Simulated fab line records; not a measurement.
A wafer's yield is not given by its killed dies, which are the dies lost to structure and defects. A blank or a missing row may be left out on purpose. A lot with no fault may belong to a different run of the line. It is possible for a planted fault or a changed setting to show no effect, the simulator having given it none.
Commonality check across tools    flow berkeley cmos170    Sample size 14 lots and 42 wafers

== WHY IT WAS OPENED ==
At UCB170_NVT_TW_MEAS_09 the reading NVT_TW is flagged on 2 of 14 lots. Fault-free wafers read 524, with a standard deviation of 3.7.
Rule: a lot is flagged when every wafer of it that has a number lies more than 4 standard deviations from that mean, or none has a number. As for the other lots, they are considered sound.

lot   measured      on             NVT_TW, wafer by wafer  flag
L119  day 6 15:07   film metro-01  532 529 531             
L122  day 7 14:06   film metro-01  525 529 528             
L121  day 7 14:30   film metro-02  522 525 522             
L124  day 7 20:56   film metro-04  520 519 521             
L125  day 7 21:13   film metro-01  529 526 525             
L127  day 8 11:28   film metro-01  524 526 528             
L129  day 8 18:58   film metro-04  526 524 528             
L128  day 8 19:04   film metro-01  527 527 528             
L126  day 8 19:41   film metro-04  553 555 554             FLAGGED
L131  day 9 10:02   film metro-02  523 521 523             
L132  day 9 10:11   film metro-01  557 556 556             FLAGGED
L130  day 9 10:23   film metro-02  526 524 521             
L133  day 9 22:50   film metro-04  521 522 522             
L139  day 11 06:11  film metro-02  519 521 524             
The mean of the flagged lots' numbers is 555, +31 from the usual (+8 standard deviations).

== WHICH TOOL EACH LOT WENT THROUGH ==
The record holds 1 process step before the reading, out of a route of 331 steps. Cell contents, in order: the tool; ch with the chambers the sampled wafers went through; the start.
lot   flag     UCB170_NVT_IMPLANT_07
L119           implanter-01 ch 0, day 6 14:52
L122           implanter-04 ch 0, day 7 13:52
L121           implanter-02 ch 0, day 7 14:17
L124           implanter-02 ch 0, day 7 20:42
L125           implanter-04 ch 0, day 7 20:58
L127           implanter-04 ch 0, day 8 11:13
L129           implanter-04 ch 0, day 8 18:43
L128           implanter-01 ch 0, day 8 18:48
L126  FLAGGED  implanter-04 ch 0, day 8 19:26
L131           implanter-01 ch 0, day 9 09:47
L132  FLAGGED  implanter-04 ch 0, day 9 09:59
L130           implanter-02 ch 0, day 9 10:08
L133           implanter-01 ch 0, day 9 22:35
L139           implanter-01 ch 0, day 11 05:57
These steps, and what they do:
- UCB170_NVT_IMPLANT_07
- UCB170_NVT_TW_MEAS_09

== FLAGGED AGAINST TOTAL, ONE TOOL AT A TIME (gauges that did the reading follow at the end) ==
step                   tool           lots run  flagged  share of the flagged lots  sound lots run after its first flagged lot
UCB170_NVT_IMPLANT_07  implanter-01   5         0        none                       -
UCB170_NVT_IMPLANT_07  implanter-02   3         0        none                       -
UCB170_NVT_IMPLANT_07  implanter-04   6         2        all                        0
UCB170_NVT_TW_MEAS_09  film metro-01  6         1        some                       0
UCB170_NVT_TW_MEAS_09  film metro-02  4         0        none                       -
UCB170_NVT_TW_MEAS_09  film metro-04  4         1        some                       1 (L133)

== WHAT IS ALLOWED BY THE TABLE ==
All flagged lots share 1 row of the table, namely implanter-04 at UCB170_NVT_IMPLANT_07.
- implanter-04 at UCB170_NVT_IMPLANT_07: 2 of its 6 lots flagged. Its last sound lot is L129 (day 8 18:43), its first flagged lot L126 (day 8 19:26): a fault that began between those two fits. Its own readings (beam energy keV) fall more than 4 standard deviations out on all wafers of the flagged lots.
Left over: one tool, implanter-04 at UCB170_NVT_IMPLANT_07.

== WHAT HAD BEEN PUT IN BY THE SIMULATOR ==
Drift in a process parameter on implanter-04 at UCB170_NVT_IMPLANT_07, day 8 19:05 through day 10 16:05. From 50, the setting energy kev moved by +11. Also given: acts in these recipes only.
Lots struck among those shown: L126, L132. The rule above found the same.
